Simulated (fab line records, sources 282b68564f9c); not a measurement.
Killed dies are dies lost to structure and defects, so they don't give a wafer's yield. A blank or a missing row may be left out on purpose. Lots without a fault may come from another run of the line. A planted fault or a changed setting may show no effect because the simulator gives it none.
Chamber matching | flow rit_cmos | RIT_GATE_ETCH_19 on rie_si-01: 4 sister chambers
The step etches poly-Si in SF6/CHF3/O2, stops on SiO2, time 165 s, target depth 312.5 nm. 8 wafers are shown with their chamber, then 8 later ones without.

WAFERS WITH THEIR CHAMBER
wafer  | chamber | throttle_valve_pct (%) | oes_product_au (a.u.)
L717.6 | 1       | 10.47                  | 0.854
L719.1 | 2       | 10.55                  | 0.841
L719.2 | 1       | 10.46                  | 0.837
L719.5 | 0       | 10.22                  | 0.857
L721.3 | 0       | 10.21                  | 0.847
L721.4 | 3       | 10.40                  | 0.840
L721.6 | 2       | 10.56                  | 0.833
L723.2 | 3       | 10.39                  | 0.843

WAFERS WITHOUT THEIR CHAMBER
wafer  | throttle_valve_pct (%) | oes_product_au (a.u.)
L723.3 | 10.54                  | 0.836
L723.6 | 10.55                  | 0.838
L725.1 | 10.57                  | 0.844
L725.4 | 10.46                  | 0.839
L725.6 | 10.40                  | 0.852
L727.1 | 10.24                  | 0.845
L727.3 | 10.47                  | 0.854
L727.6 | 10.57                  | 0.847

WHICH CHAMBER EACH WENT THROUGH
wafer  | from the rows above | in truth
L723.3 | 2                   | 2
L723.6 | 2                   | 2
L725.1 | 2                   | 2
L725.4 | 1                   | 1
L725.6 | 3                   | 3
L727.1 | 0                   | 0
L727.3 | 1                   | 1
L727.6 | 2                   | 2
Placed correctly: 8 of 8. Can't be placed from these rows: 0. Placed wrongly: 0.
How it was worked out, from the rows above alone: a wafer's distance from a chamber is the root of the sum, over the readings, of the square of ((its reading less the chamber's mean) divided by the reading's scatter). The wafer belongs to the nearest chamber; if the next one is less than 2 further off, it can't be placed. A chamber's mean is the mean of its shown wafers. The scatter: the root of (the sum of the squares of (reading less its chamber's mean) over the shown wafers, divided by (wafers less chambers)).
